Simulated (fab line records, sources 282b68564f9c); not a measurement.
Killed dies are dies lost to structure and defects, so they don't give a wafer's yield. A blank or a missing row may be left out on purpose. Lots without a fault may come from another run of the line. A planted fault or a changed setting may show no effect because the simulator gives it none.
Chamber matching | flow rit_cmos | RIT_CONTACT_ETCH_11 on rie_diel-03: 4 sister chambers
The step etches SiO2 in CHF3/CF4/Ar, stops on TiSi2, target depth 480 nm, time 320 s. 4 wafers are shown with their chamber, then 7 later ones without.

WAFERS WITH THEIR CHAMBER
wafer  | chamber | drypump_motor_current_A (A)
L464.1 | 0       | 5.6
L464.5 | 3       | 4.8
L465.1 | 1       | 6.0
L465.4 | 2       | 5.8

WAFERS WITHOUT THEIR CHAMBER
wafer  | drypump_motor_current_A (A)
L465.5 | 6.0
L466.1 | 4.9
L466.4 | 6.0
L466.6 | 6.0
L468.1 | 6.0
L468.2 | 5.6
L468.4 | 5.8

WHICH CHAMBER EACH WENT THROUGH
wafer  | from the rows above | in truth
L465.5 | 1                   | 1
L466.1 | 3                   | 3
L466.4 | 1                   | 1
L466.6 | 1                   | 1
L468.1 | 1                   | 1
L468.2 | 0                   | 0
L468.4 | 2                   | 2
Placed correctly: 7 of 7. Can't be placed from these rows: 0. Placed wrongly: 0.
How it was worked out, from the rows above alone: a wafer's distance from a chamber is the root of the sum, over the readings, of the square of ((its reading less the chamber's mean) divided by the reading's scatter). The wafer belongs to the nearest chamber; if the next one is less than 2 further off, it can't be placed. A chamber's mean is the mean of its shown wafers. The scatter: with one shown wafer a chamber, the root of the mean of the squares of how far each hidden wafer lies from its nearest shown one.
